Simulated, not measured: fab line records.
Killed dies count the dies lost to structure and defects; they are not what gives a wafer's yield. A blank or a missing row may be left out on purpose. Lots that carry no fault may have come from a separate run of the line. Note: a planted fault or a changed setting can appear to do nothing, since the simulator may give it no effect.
The tool behind it: which one? -- flow berkeley_cmos170 -- 7 lots with 21 wafers sampled at 2 steps, on a route of 331 steps

## WHAT THE GAUGES SHOWED, per wafer
UCB170_NWELL_TW_MEAS_16.
lot,measured,on,NWELL_TW
L103,day 2 20:32,film_metro-02,1243 1241 1239
L105,day 3 05:08,film_metro-03,1255 1262 1257
L108,day 3 12:28,film_metro-01,1249 1245 1250
L112,day 4 16:52,film_metro-02,1234 1230 1238
L114,day 5 00:27,film_metro-03,1399 1402 1405
L120,day 6 03:29,film_metro-01,1243 1244 1239
L125,day 7 11:57,film_metro-01,1244 1249 1245

## WHAT TOOL EACH LOT RAN ON (gives the tool, then ch and the chambers of the sampled wafers, and finally the start)
lot,UCB170_NWELL_IMPLANT_14
L103,"implanter-02 ch 0, day 2 20:18"
L105,"implanter-02 ch 0, day 3 04:53"
L108,"implanter-01 ch 0, day 3 12:13"
L112,"implanter-04 ch 0, day 4 16:37"
L114,"implanter-02 ch 0, day 5 00:12"
L120,"implanter-01 ch 0, day 6 03:16"
L125,"implanter-01 ch 0, day 7 11:43"
- UCB170_NWELL_IMPLANT_14

## THE ANSWER, worked out from the rows above alone
Rule: the usual values come from the lots themselves. Put in order of their means at a reading, lots are off if they are a third of the lots or fewer, leave a main group of 4 or more, and stand apart from it by a gap of 3 or more times the standard deviation of the main group's means; of several such gaps the widest counts. A main group whose means are all the same, to the digits that the tables above print for the reading, isn't used. Also off: a lot with no number at a reading for which 4 or more lots have one. The other lots that the step has rows for count as sound.
Off: L114, seen at UCB170_NWELL_TW_MEAS_16 (NWELL_TW). The main group has a mean of 1245 with a standard deviation of 7.4.
A tool fits if, at a process step before that reading, it ran every lot that is off, and no sound lot after the first of them. Those tools and the gauges at UCB170_NWELL_TW_MEAS_16 are tried in the same way. Undecided on this evidence; 2 tools fit (implanter-02 at UCB170_NWELL_IMPLANT_14, film_metro-03 at UCB170_NWELL_TW_MEAS_16).

## WHAT HAD BEEN PUT IN BY THE SIMULATOR
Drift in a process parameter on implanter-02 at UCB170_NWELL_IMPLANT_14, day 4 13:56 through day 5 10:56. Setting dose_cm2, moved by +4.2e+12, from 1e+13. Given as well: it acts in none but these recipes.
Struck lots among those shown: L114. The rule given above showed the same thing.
